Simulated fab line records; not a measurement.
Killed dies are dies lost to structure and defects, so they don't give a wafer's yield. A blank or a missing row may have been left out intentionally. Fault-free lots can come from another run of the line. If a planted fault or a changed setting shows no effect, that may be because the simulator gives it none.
One fault through the eyes of 2 desks + flow berkeley_cmos170 + each desk has only its own numbers; what lay behind them comes last

## THE TOOL OWNER'S DESK: litho_track-04
The tool's own readings at UCB170_NWELL_SOFTBAKE_08 (time 60 s): means of the sampled wafers that have a number, for each lot that ran on this tool. The brackets show how far a lot's mean lies from the usual mean; more than 4 standard deviations puts the lot out of limits, marked OUT.
Columns: A = run_length_s at UCB170_NWELL_SOFTBAKE_08, usual 89.11 s
| lot  | first seen here | A               |
|------|-----------------|-----------------|
| L134 | day 2 10:08     | 89.00           |
| L139 | day 3 12:22     | 89.05           |
| L142 | day 4 03:46     | 89.08           |
| L143 | day 4 10:12     | 88.93           |
| L148 | day 5 04:33     | 91.69 (+14) OUT |
| L150 | day 5 14:39     | 91.63 (+13) OUT |
This desk's finding: out of limits on L148, L150; first on L148, day 5 04:33 (run_length_s at UCB170_NWELL_SOFTBAKE_08). L134, L139, L142, L143: within limits.

## FROM THE METROLOGY DESK
Means of the sampled wafers that have a number, per lot and without regard to the tool the lot ran on: this is what the gauges read. The brackets show how far a lot's mean lies from the usual mean; more than 4 standard deviations puts the lot out of limits, marked OUT.
Columns: A = PWELL_OVL at UCB170_PWELL_OVL_MEAS_13, usual -2 nm; B = SACOX_OXIDE_THK at UCB170_SACOX_THK_MEAS_02, usual 14.50 nm; C = V1_OVL at UCB170_V1_OVL_MEAS_13, usual -1 nm
| lot  | first seen here | A   | B     | C  |
|------|-----------------|-----|-------|----|
| L134 | day 3 04:58     | -8  | 14.57 | -3 |
| L137 | day 3 16:19     | -4  | 14.47 | -2 |
| L136 | day 3 16:35     | 1   | 14.58 | 7  |
| L138 | day 4 13:50     | -8  | 14.25 | 0  |
| L139 | day 4 14:09     | -7  | 14.50 | -4 |
| L142 | day 5 00:38     | 4   | 14.34 | 2  |
| L144 | day 5 04:53     | -8  | 14.69 | 2  |
| L143 | day 5 05:10     | -1  | 14.74 | -2 |
| L148 | day 5 23:55     | 6   | 14.24 | -1 |
| L150 | day 6 08:20     | 2   | 14.56 | 3  |
| L152 | day 6 22:29     | -7  | 14.18 | -6 |
| L153 | day 6 22:44     | 1   | 14.42 | 1  |
| L155 | day 7 11:02     | 6   | 14.30 | -2 |
| L154 | day 7 11:19     | -11 | 14.77 | -0 |
This desk's verdict: no lot among the 14 shows anything out of limits.

## BROUGHT TOGETHER
The tool owner's desk had the chance to raise an alarm at day 5 04:33 on L148, L150.
The metrology desk saw nothing out of limits.
The metrology desk has L148, L150 on record, within its limits.
On litho_track-04, each named lot ran UCB170_NWELL_SOFTBAKE_08.

## WHAT HAD BEEN PUT IN BY THE SIMULATOR
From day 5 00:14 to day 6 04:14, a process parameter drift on litho_track-04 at UCB170_NWELL_SOFTBAKE_08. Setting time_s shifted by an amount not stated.
Lots struck among those shown: L148, L150.
Each desk's first reading out of limits, in hours after the fault started: the tool owner's desk, 4.
